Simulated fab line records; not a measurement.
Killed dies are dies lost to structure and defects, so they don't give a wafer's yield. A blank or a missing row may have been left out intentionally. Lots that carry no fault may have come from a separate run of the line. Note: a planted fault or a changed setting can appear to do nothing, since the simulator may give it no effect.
2 desks, one fault || flow rit_cmos || each desk has only its own numbers; what lay behind them comes last

== TOOL OWNER'S DESK, iline_stepper-02 ==
The tool's own readings at RIT_PRETRO_EXPOSE_03 (exposes mask M5, target cd 43700 nm): means of the sampled wafers that have a number, for each lot that ran on this tool. If a lot's mean is further than 4 standard deviations from the usual mean, the lot is out of limits and carries the mark OUT (the distance appears in the brackets).
Columns: A = exposure_dose_mJ_cm2 at RIT_PRETRO_EXPOSE_03, usual 250.03
{"lot": "L926", "first seen here": "day 2 06:54", "A": 249.99}
{"lot": "L928", "first seen here": "day 2 23:07", "A": 250.05}
{"lot": "L936", "first seen here": "day 4 17:35", "A": 249.96}
{"lot": "L938", "first seen here": "day 5 01:26", "A": 249.75}
{"lot": "L940", "first seen here": "day 5 08:37", "A": 250.19}
{"lot": "L941", "first seen here": "day 5 13:31", "A": 250.20}
{"lot": "L942", "first seen here": "day 5 17:49", "A": 249.74}
{"lot": "L943", "first seen here": "day 5 21:59", "A": 249.76}
Result from this desk: across the 8 lots, nothing is out of limits.

== FROM THE METROLOGY DESK ==
What the gauges read for every lot (on any tool): the sampled wafers with a number, averaged. If a lot's mean is further than 4 standard deviations from the usual mean, the lot is out of limits and carries the mark OUT (the distance appears in the brackets).
Columns: A = PRETRO_OVL at RIT_PRETRO_OVL_MEAS_06, usual -0.5 nm
{"lot": "L926", "first seen here": "day 2 07:20", "A": -0.2}
{"lot": "L927", "first seen here": "day 2 16:32", "A": 0.3}
{"lot": "L928", "first seen here": "day 2 23:32", "A": -0.2}
{"lot": "L929", "first seen here": "day 3 06:05", "A": -1.9}
{"lot": "L931", "first seen here": "day 3 16:03", "A": -3.4}
{"lot": "L934", "first seen here": "day 4 05:01", "A": -1.5}
{"lot": "L935", "first seen here": "day 4 10:01", "A": -0.5}
{"lot": "L936", "first seen here": "day 4 18:04", "A": -1.2}
{"lot": "L938", "first seen here": "day 5 01:52", "A": 0.2}
{"lot": "L939", "first seen here": "day 5 06:43", "A": 0.1}
{"lot": "L940", "first seen here": "day 5 09:02", "A": "-150.6 (-99 or more) OUT"}
{"lot": "L941", "first seen here": "day 5 13:57", "A": "-149.1 (-99 or more) OUT"}
{"lot": "L942", "first seen here": "day 5 18:13", "A": "-150.6 (-99 or more) OUT"}
{"lot": "L943", "first seen here": "day 5 22:24", "A": "-148.6 (-99 or more) OUT"}
{"lot": "L944", "first seen here": "day 6 03:04", "A": 1.1}
{"lot": "L949", "first seen here": "day 7 05:16", "A": -3.2}
This desk's result: L940, L941, L942, L943 out of limits, first on L940 (PRETRO_OVL at RIT_PRETRO_OVL_MEAS_06), day 5 09:02. Within limits: L926, L927, L928, L929, L931, L934, L935, L936, L938, L939, L944, L949.

== TAKEN TOGETHER ==
An alarm was possible from the metrology desk at day 5 09:02, on L940, L941, L942, L943.
Nothing out of limits was seen by the tool owner's desk.
Tool owner's desk: L940, L941, L942, L943 on record, inside its limits.
On iline_stepper-02, each named lot ran RIT_PRETRO_EXPOSE_03.

== WHAT HAD BEEN PUT IN BY THE SIMULATOR ==
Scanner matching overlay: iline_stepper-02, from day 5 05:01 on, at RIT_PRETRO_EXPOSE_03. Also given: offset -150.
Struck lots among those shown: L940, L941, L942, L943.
Time in hours between the start of the fault and the first out-of-limits reading at each desk: metrology desk, 4.
